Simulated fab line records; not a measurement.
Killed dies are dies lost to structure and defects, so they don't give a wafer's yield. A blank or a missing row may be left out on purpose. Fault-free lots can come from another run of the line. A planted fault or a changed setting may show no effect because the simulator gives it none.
Split-lot trial + flow rit-cmos + 5 lots, 23 wafers read, on a route of 202 steps

THE SPLIT ITSELF
At RIT_NSD_IMPLANT_08, the setting dose-cm2 was moved away from the recipe's 1e+15 on 5 of the 23 wafers read, by -6.5% to -4.5%. This setting was run at the recipe's value on the other wafers.

FROM THE SPLIT TO THE READING: what the file shows between them, 2 steps
- RIT_SDANNEAL_CLEAN_02: cleans in SC2, time 600 s (also split here: time-s)
- RIT_SDANNEAL_RTA_03: time 5 s

THE READING
NSD_RS (ohm/sq), read at RIT_SDANNEAL_RS_MEAS_05 with a four-point probe. Typical for fault-free wafers on this fab line: 84.49 ohm/sq, with standard deviation 0.27 ohm/sq.

| wafer  | tool, chamber at the split | dose-cm2 as run | against the recipe | NSD_RS, ohm/sq | against lot-mates on the recipe |
|--------|----------------------------|-----------------|--------------------|----------------|---------------------------------|
| L076.1 | implanter-04, 0            | 9.549e+14       | -4.5%              | 87.84          | +3.29                           |
| L076.2 | implanter-04, 0            | 1e+15           | recipe             | 84.75          | -                               |
| L076.3 | implanter-04, 0            | 1e+15           | recipe             | 84.48          | -                               |
| L076.4 | implanter-04, 0            | 1e+15           | recipe             | 84.42          | -                               |
| L076.5 | implanter-04, 0            | 9.549e+14       | -4.5%              | 87.91          | +3.36                           |
| L080.1 | implanter-04, 0            | 1e+15           | recipe             | 84.04          | -                               |
| L080.2 | implanter-04, 0            | 1e+15           | recipe             | 84.28          | -                               |
| L080.3 | implanter-04, 0            | 9.347e+14       | -6.5%              | 88.88          | +4.72                           |
| L080.4 | implanter-04, 0            | 9.347e+14       | -6.5%              | 88.80          | +4.64                           |
| L080.6 | implanter-04, 0            | 9.347e+14       | -6.5%              | 88.53          | +4.37                           |
| L082.1 | implanter-03, 0            | 1e+15           | recipe             | 85.00          | -                               |
| L082.2 | implanter-03, 0            | 1e+15           | recipe             | 84.81          | -                               |
| L082.6 | implanter-03, 0            | 1e+15           | recipe             | 84.84          | -                               |
| L083.1 | implanter-04, 0            | 1e+15           | recipe             | 84.17          | -                               |
| L083.2 | implanter-04, 0            | 1e+15           | recipe             | 84.40          | -                               |
| L083.4 | implanter-04, 0            | 1e+15           | recipe             | 83.97          | -                               |
| L083.5 | implanter-04, 0            | 1e+15           | recipe             | 84.09          | -                               |
| L083.6 | implanter-04, 0            | 1e+15           | recipe             | 84.13          | -                               |
| L084.1 | implanter-04, 0            | 1e+15           | recipe             | 84.80          | -                               |
| L084.2 | implanter-04, 0            | 1e+15           | recipe             | 84.86          | -                               |
| L084.3 | implanter-04, 0            | 1e+15           | recipe             | 84.58          | -                               |
| L084.4 | implanter-04, 0            | 1e+15           | recipe             | 84.97          | -                               |
| L084.5 | implanter-04, 0            | 1e+15           | recipe             | 84.63          | -                               |

FIT RESULTS
A straight line over all 23 wafers: NSD_RS changes by -0.669 ohm/sq for each +1% of dose-cm2; r = -0.98; the points scatter about the line by 0.33 ohm/sq.
The same after taking each lot's own level away (the mean of its wafers on the recipe; 23 wafers): -0.709 ohm/sq for each +1%; r = -1.00; scatter 0.14 ohm/sq.
According to that fit, moving dose-cm2 by its largest amount changes the reading by 4.6 ohm/sq.
Across the lots, their own levels run from 84.152 to 84.883 ohm/sq, a range of 2.7 times the standard deviation given above.
Consequently the slope shifts little with the lot-to-lot level, the two slopes agreeing.
Check: with one of the wafers moved furthest among these (-6.5%) left out of the fit, the line predicts +4.6 ohm/sq for it against its lot-mates. It came out at +4.72 ohm/sq against them.

OTHER SPLITS ON THESE WAFERS
Before the reading, these wafers also passed through other splits. Each is held against what the fit with the lots' levels taken away leaves over:
| other split on the same wafers | wafers away from the commonest value | r with NSD_RS (lot level and that fit taken away) |
|--------------------------------|--------------------------------------|---------------------------------------------------|
| RIT_SPACER_ETCHBACK_05 time-s  | 7                                    | +0.10                                             |
| RIT_SDANNEAL_CLEAN_02 time-s   | 10                                   | +0.06                                             |

FILE'S OWN FIT
NSD_RS changes by -0.713 ohm/sq for each +1% of dose-cm2, r = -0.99.
